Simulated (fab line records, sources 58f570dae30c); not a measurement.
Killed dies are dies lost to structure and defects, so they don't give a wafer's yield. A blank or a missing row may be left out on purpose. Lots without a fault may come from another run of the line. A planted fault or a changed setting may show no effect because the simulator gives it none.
A struck lot beside a sound one | flow berkeley_cmos170 | 14 steps out of a route of 331
Sound: wafers L691.2, L691.4, L691.5. Struck: wafers L689.1, L689.3, L689.6. The cause comes at the end.
At each step with rows: each side's tool, then ch and its chambers, then its first start. Under that, the readings that differ: sound wafers | struck wafers | difference of the means | sigmas: that difference in standard deviations of wafers without a fault.
alike: readings whose means differ by less than 2 such deviations, and words and numbers that are the same on both sides. not compared: withheld readings, readings that some wafer has no value for, bounds like >300 that may hide the same value, and numbers for which the record gives no deviation and whose values overlap.
The two part at a step that has a row with sigmas, a row that says differs or no value, or rows on one side only. Numbers that don't overlap but have no deviation are shown without sigmas and don't part them. A reading that every wafer of one side lacks parts them only if that side has two wafers or more.

first, 1 step without rows for these wafers: UCB170_GATE_DEVELOP_11 (develop time 45 s).
UCB170_GATE_CD_MEAS_12: target cd 350 nm.
  sound on cd_sem-02, day 10 02:06; struck on cd_sem-02, day 10 02:26
  alike: cd_nm
UCB170_GATE_OVL_MEAS_13:
  sound on overlay-02, day 10 02:12; struck on overlay-02, day 10 02:34
  alike: GATE_OVL
UCB170_GATE_ETCH_14: etches BARC in N2/H2.
  sound on rie_diel-01 ch 0,2, day 10 02:14; struck on rie_diel-03 ch 0,1,2, day 10 02:35
  alike: chamber_pressure_mTorr, drypump_motor_current_A, oes_product_au, rf_fwd_power_W, throttle_valve_pct
UCB170_GATE_ETCH_15: etches poly-Si in HBr/Cl2, stops on SiO2, time 56.3 s, target depth 278.2 nm.
  sound on rie_si-02 ch 0,1,3, day 10 02:17; struck on rie_si-02 ch 0,1,2, day 10 02:38
  alike: chamber_pressure_mTorr, drypump_motor_current_A, oes_product_au, rf_fwd_power_W, throttle_valve_pct
  not compared: rf_hours_counter_h
UCB170_GATE_STRIP_16: strips in O2.
  sound on plasma_asher-04 ch 0,1, day 10 02:19; struck on plasma_asher-03 ch 0,1, day 10 02:41
  alike: chamber_pressure_mTorr, drypump_motor_current_A, oes_product_au
  not compared: rf_hours_counter_h
UCB170_GATE_CD_MEAS_90: target cd 350 nm.
  sound on cd_sem-02, day 10 02:42; struck on cd_sem-01, day 10 03:10
  alike: cd_nm
then, 5 steps without rows for these wafers: UCB170_GATE_CLEAN_17 (cleans in SPM, time 600 s); UCB170_PLDD_HMDS_00 (prime time 60 s); UCB170_PLDD_COAT_01 (resist thk 900 nm); UCB170_PLDD_SOFTBAKE_02 (time 60 s); UCB170_PLDD_EXPOSE_03 (exposes mask PSELECT, target cd 1200 nm).
UCB170_PLDD_PEB_04:
  sound on litho_track-04 ch 0, day 10 05:00; struck on litho_track-02, day 10 06:00
  no value came back on the struck wafers for chill_plate_temp_C (C), exhaust_pa (Pa); on the sound wafers chill_plate_temp_C (C) reads 23.14 23.19 23.05
then, 1 step without rows for these wafers: UCB170_PLDD_DEVELOP_05 (develop time 45 s).

WHERE THEY PART
Only at UCB170_PLDD_PEB_04, within this record.

WHY: what the simulator had put in
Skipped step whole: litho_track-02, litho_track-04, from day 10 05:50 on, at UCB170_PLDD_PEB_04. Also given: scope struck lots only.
